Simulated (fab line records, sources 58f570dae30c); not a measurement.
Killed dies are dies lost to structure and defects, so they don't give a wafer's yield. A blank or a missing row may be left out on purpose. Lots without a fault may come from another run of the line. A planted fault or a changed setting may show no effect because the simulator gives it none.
Which tool did it? | flow berkeley_cmos170 | 14 lots, 42 wafers sampled, at 3 steps of a route of 331

WHAT THE GAUGES READ, wafer by wafer
UCB170_V1_CD_MEAS_90: target cd 700 nm.
lot  | measured     | on        | cd_nm (nm)
L198 | day 8 08:35  | cd_sem-01 | 702.0 701.5 701.5
L197 | day 8 09:43  | cd_sem-01 | 699.7 700.8 700.9
L196 | day 8 13:41  | cd_sem-01 | 700.3 699.0 699.3
L199 | day 8 23:07  | cd_sem-01 | 699.3 699.1 699.0
L202 | day 10 03:38 | cd_sem-02 | 703.0 702.9 702.8
L205 | day 11 04:46 | cd_sem-01 | 700.9 701.0 700.9
L210 | day 11 08:09 | cd_sem-02 | 703.8 702.1 704.1
L209 | day 11 09:39 | cd_sem-01 | 701.6 701.5 703.0
L211 | day 11 22:15 | cd_sem-01 | 700.1 700.5 700.6
L213 | day 12 06:30 | cd_sem-01 | 702.6 702.9 701.9
L214 | day 12 18:00 | cd_sem-01 | 699.1 700.2 699.2
L215 | day 12 19:10 | cd_sem-01 | 700.4 700.3 701.6
L216 | day 13 00:10 | cd_sem-02 | 699.7 699.4 699.4
L219 | day 13 16:52 | cd_sem-01 | 700.3 699.6 700.1

UCB170_M2_CD_MEAS_15: target cd 700 nm.
lot  | measured     | on        | cd_nm (nm)
L198 | day 8 10:37  | cd_sem-01 | 698.8 700.3 698.2
L197 | day 8 13:20  | cd_sem-01 | 697.4 697.2 697.2
L196 | day 8 16:20  | cd_sem-01 | 699.2 699.8 698.8
L199 | day 9 01:16  | cd_sem-01 | 700.7 699.4 699.9
L202 | day 10 07:40 | cd_sem-02 | 698.4 698.6 699.6
L205 | day 11 07:59 | cd_sem-01 | 699.5 701.4 700.5
L210 | day 11 11:10 | cd_sem-01 | 698.2 699.3 699.2
L209 | day 11 13:49 | cd_sem-01 | 697.7 697.6 697.9
L211 | day 12 01:08 | cd_sem-02 | 699.5 701.6 699.5
L213 | day 12 08:31 | cd_sem-02 | 701.0 701.2 700.1
L214 | day 12 21:08 | cd_sem-01 | 699.0 699.3 699.3
L215 | day 12 21:29 | cd_sem-01 | 700.2 699.6 701.0
L216 | day 13 04:35 | cd_sem-01 | 698.2 698.5 699.3
L219 | day 13 20:59 | cd_sem-01 | 699.1 699.8 698.6

UCB170_M3_RS_MEAS_02: measures by four-point-probe.
lot  | measured     | on            | M3_AL_RS (ohm/sq)
L198 | day 8 14:10  | film_metro-03 | 0.0325 0.0329 0.0328
L197 | day 8 16:47  | film_metro-03 | 0.0326 0.0322 0.0326
L196 | day 8 19:58  | film_metro-01 | 0.0314 0.0312 0.0312
L199 | day 9 04:36  | film_metro-01 | 0.0328 0.0323 0.0320
L202 | day 10 10:49 | film_metro-03 | 0.0330 0.0326 0.0327
L205 | day 11 11:28 | film_metro-02 | 0.0311 0.0311 0.0313
L210 | day 11 16:17 | film_metro-02 | 0.0326 0.0324 0.0327
L209 | day 11 17:35 | film_metro-03 | 0.0324 0.0318 0.0316
L211 | day 12 04:37 | film_metro-03 | 0.0321 0.0320 0.0318
L213 | day 12 11:50 | film_metro-01 | 0.0319 0.0322 0.0322
L214 | day 13 00:10 | film_metro-03 | 0.0322 0.0324 0.0323
L215 | day 13 01:38 | film_metro-01 | 0.0321 0.0321 0.0321
L216 | day 13 08:29 | film_metro-03 | 0.0320 0.0326 0.0320
L219 | day 14 01:15 | film_metro-01 | 0.0325 0.0320 0.0322

WHICH TOOL RAN EACH LOT (tool, then ch and the chambers of the sampled wafers, then the start)
The record holds no process step before these readings.

WHAT THE TOOLS THEMSELVES READ (means of the sampled wafers that have a number; where no wafer has one, the mark that the record gives instead)
The record holds no such reading with a usual standard deviation.

THE ANSWER, worked out from the rows above alone
Rule: what is usual is taken from the lots themselves. Put in order of their means at a reading, lots are off if they are a third of the lots or fewer, leave a main group of 4 or more, and stand apart from it by a gap of 3 or more times the standard deviation of the main group's means; of several such gaps the widest counts. A main group whose means are all the same, to the digits that the tables above print for the reading, isn't used. A lot without any number at a reading at which 4 lots or more have one is off too. The other lots that the step has rows for count as sound. The gauges are gone through in route order, then the tools' own readings, and for those a lot's mean is taken as printed above. The first step at which some lot is off is used, and at that step the reading that is off furthest; a lot without a number counts as furthest.
No lot is off at any reading shown: from this, nothing can be told.

WHAT THE SIMULATOR HAD PUT IN
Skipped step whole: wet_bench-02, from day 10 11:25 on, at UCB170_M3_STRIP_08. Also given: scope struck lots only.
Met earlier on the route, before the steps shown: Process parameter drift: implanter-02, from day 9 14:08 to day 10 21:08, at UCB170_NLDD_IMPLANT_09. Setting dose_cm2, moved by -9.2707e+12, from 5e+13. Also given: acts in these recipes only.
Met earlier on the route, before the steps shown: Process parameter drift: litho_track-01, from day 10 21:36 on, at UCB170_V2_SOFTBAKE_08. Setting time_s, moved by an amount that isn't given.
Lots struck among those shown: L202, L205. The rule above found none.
